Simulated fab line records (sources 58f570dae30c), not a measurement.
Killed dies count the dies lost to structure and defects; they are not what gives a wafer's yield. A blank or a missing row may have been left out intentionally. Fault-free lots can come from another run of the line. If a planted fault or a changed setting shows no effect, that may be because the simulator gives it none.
Split-lot experiment -- flow berkeleyCmos170 -- 23 wafers read across 5 lots, on a route 331 steps long

ON THE SPLIT
At UCB170_ACTIVE_CVD_05 (deposits Si3N4 from SiH2Cl2/NH3, target thk 220 nm, time 3300 s), the setting sih2cl2FlowSccm was moved away from the recipe's 25 sccm on 20 of the 23 wafers read, by -12.5% to +14.8%. All remaining wafers had this setting at the recipe value.

Reading taken at the split's own step.

THE READING
Si3N4_of_ACTIVE_CVD_05.thkNm (the simulator's own value, which no gauge read), in nm, at UCB170_ACTIVE_CVD_05 (deposits Si3N4 from SiH2Cl2/NH3, target thk 220 nm, time 3300 s). No usual value for it is given in the file. The 3 wafers here that ran the recipe average 223.1 nm, standard deviation 1.2 nm.

wafer,"tool, chamber at the split","sih2cl2FlowSccm as run, sccm",against the recipe,"Si3N4_of_ACTIVE_CVD_05.thkNm, nm",against lot-mates on the recipe
L074.1,"-, -",28.7,+14.8%,228.6,no lot-mate on the recipe
L074.2,"-, -",28.7,+14.8%,227.9,no lot-mate on the recipe
L074.3,"-, -",28.7,+14.8%,226.5,no lot-mate on the recipe
L074.4,"-, -",28.7,+14.8%,227.2,no lot-mate on the recipe
L074.6,"-, -",28.7,+14.8%,225.6,no lot-mate on the recipe
L077.1,"-, -",22.15,-11.4%,212.8,no lot-mate on the recipe
L077.2,"-, -",22.15,-11.4%,213.1,no lot-mate on the recipe
L077.3,"-, -",22.15,-11.4%,212.3,no lot-mate on the recipe
L077.4,"-, -",22.15,-11.4%,213.2,no lot-mate on the recipe
L077.6,"-, -",22.15,-11.4%,215.6,no lot-mate on the recipe
L080.2,"lpcvd-01, 1",25,recipe,224.7,-
L080.3,"lpcvd-01, 1",25,recipe,223,-
L080.6,"lpcvd-01, 1",25,recipe,221.7,-
L084.1,"-, -",21.87,-12.5%,218.3,no lot-mate on the recipe
L084.2,"-, -",21.87,-12.5%,220.5,no lot-mate on the recipe
L084.3,"-, -",21.87,-12.5%,219.1,no lot-mate on the recipe
L084.4,"-, -",21.87,-12.5%,218.7,no lot-mate on the recipe
L084.6,"-, -",21.87,-12.5%,217.2,no lot-mate on the recipe
L085.1,"-, -",22.68,-9.3%,216.8,no lot-mate on the recipe
L085.2,"-, -",22.68,-9.3%,217.2,no lot-mate on the recipe
L085.3,"-, -",22.68,-9.3%,216.7,no lot-mate on the recipe
L085.4,"-, -",22.68,-9.3%,215.9,no lot-mate on the recipe
L085.5,"-, -",22.68,-9.3%,217.3,no lot-mate on the recipe

THE FIT
A straight line over all 23 wafers: Si3N4_of_ACTIVE_CVD_05.thkNm changes by +0.422 nm for each +1% of sih2cl2FlowSccm; r = +0.89; the points scatter about the line by 2.4 nm.
Too few moved wafers with a lot-mate on the recipe to fit a line net of each lot's own level.

FILE'S OWN FIT
Si3N4_of_ACTIVE_CVD_05.thkNm changes by +0.422 nm for each +1% of sih2cl2FlowSccm, r = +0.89.
